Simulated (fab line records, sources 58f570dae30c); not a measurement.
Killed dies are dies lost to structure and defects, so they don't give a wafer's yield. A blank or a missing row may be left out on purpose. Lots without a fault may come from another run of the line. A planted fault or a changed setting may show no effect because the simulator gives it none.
One fault seen from 2 desks | flow berkeley_cmos170 | each desk has only its own numbers; what lay behind them comes last

THE METROLOGY DESK
What the gauges read, lot by lot, whatever tool the lot ran on: means of the sampled wafers that have a number. A lot is out of limits, marked OUT, if its mean lies more than 4 standard deviations from the usual mean; the brackets give that distance.
Columns: A = SILICIDE_TI_RS at UCB170_SILICIDE_RS_MEAS_02, usual 26.3 ohm/sq; B = SILICIDE_TI_THK at UCB170_SILICIDE_THK_MEAS_03, usual 29.6 nm
lot  | first seen here | A              | B
L236 | day 6 11:53     | 26.5           | 29.3
L238 | day 6 22:08     | 25.9           | 29.6
L240 | day 7 02:03     | 26.5           | 29.4
L239 | day 7 02:27     | 25.8           | 30.2
L243 | day 7 19:30     | 26.1           | 29.9
L246 | day 9 02:58     | 22.6 (-11) OUT | 33.8 (+11) OUT
L248 | day 9 20:09     | 22.6 (-10) OUT | 33.2 (+9.8) OUT
L250 | day 9 20:37     | 26.6           | 28.9
L254 | day 10 18:25    | 26.0           | 29.8
L253 | day 10 18:53    | 26.5           | 29.4
L256 | day 11 10:16    | 26.3           | 29.6
L255 | day 11 11:01    | 26.0           | 29.8
L258 | day 11 11:23    | 26.2           | 29.5
L259 | day 12 16:20    | 26.5           | 29.5
This desk's finding: out of limits on L246, L248; first on L246, day 9 02:58 (SILICIDE_TI_RS at UCB170_SILICIDE_RS_MEAS_02). In limits: L236, L238, L240, L239, L243, L250, L254, L253, L256, L255, L258, L259.

THE TOOL OWNER'S DESK: pvd_sputter-03
The tool's own readings at UCB170_SILICIDE_SPUTTER_01 (material Ti, target thk 30 nm, time 25 s): means of the sampled wafers that have a number, for each lot that ran on this tool. A lot is out of limits, marked OUT, if its mean lies more than 4 standard deviations from the usual mean; the brackets give that distance.
Columns: A = throttle_valve_pct at UCB170_SILICIDE_SPUTTER_01, usual 29.8 %
lot  | first seen here | A
L236 | day 6 11:49     | 30.6
L238 | day 6 22:05     | 29.5
L239 | day 7 02:25     | 29.3
L246 | day 9 02:54     | 29.2
L248 | day 9 20:03     | 30.9
This desk's finding: nothing out of limits on any of the 5 lots.

PUT TOGETHER
The metrology desk could have raised an alarm at day 9 02:58, on L246, L248.
The tool owner's desk saw nothing out of limits.
The tool owner's desk has L246, L248 on record, within its limits.
Of the lots named, all ran UCB170_SILICIDE_SPUTTER_01 on pvd_sputter-03.

WHAT THE SIMULATOR HAD PUT IN
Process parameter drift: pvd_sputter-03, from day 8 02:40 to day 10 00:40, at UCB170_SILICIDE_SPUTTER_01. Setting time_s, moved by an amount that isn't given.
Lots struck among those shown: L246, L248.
Hours from the fault's start to each desk's first reading out of limits: the metrology desk, 24.
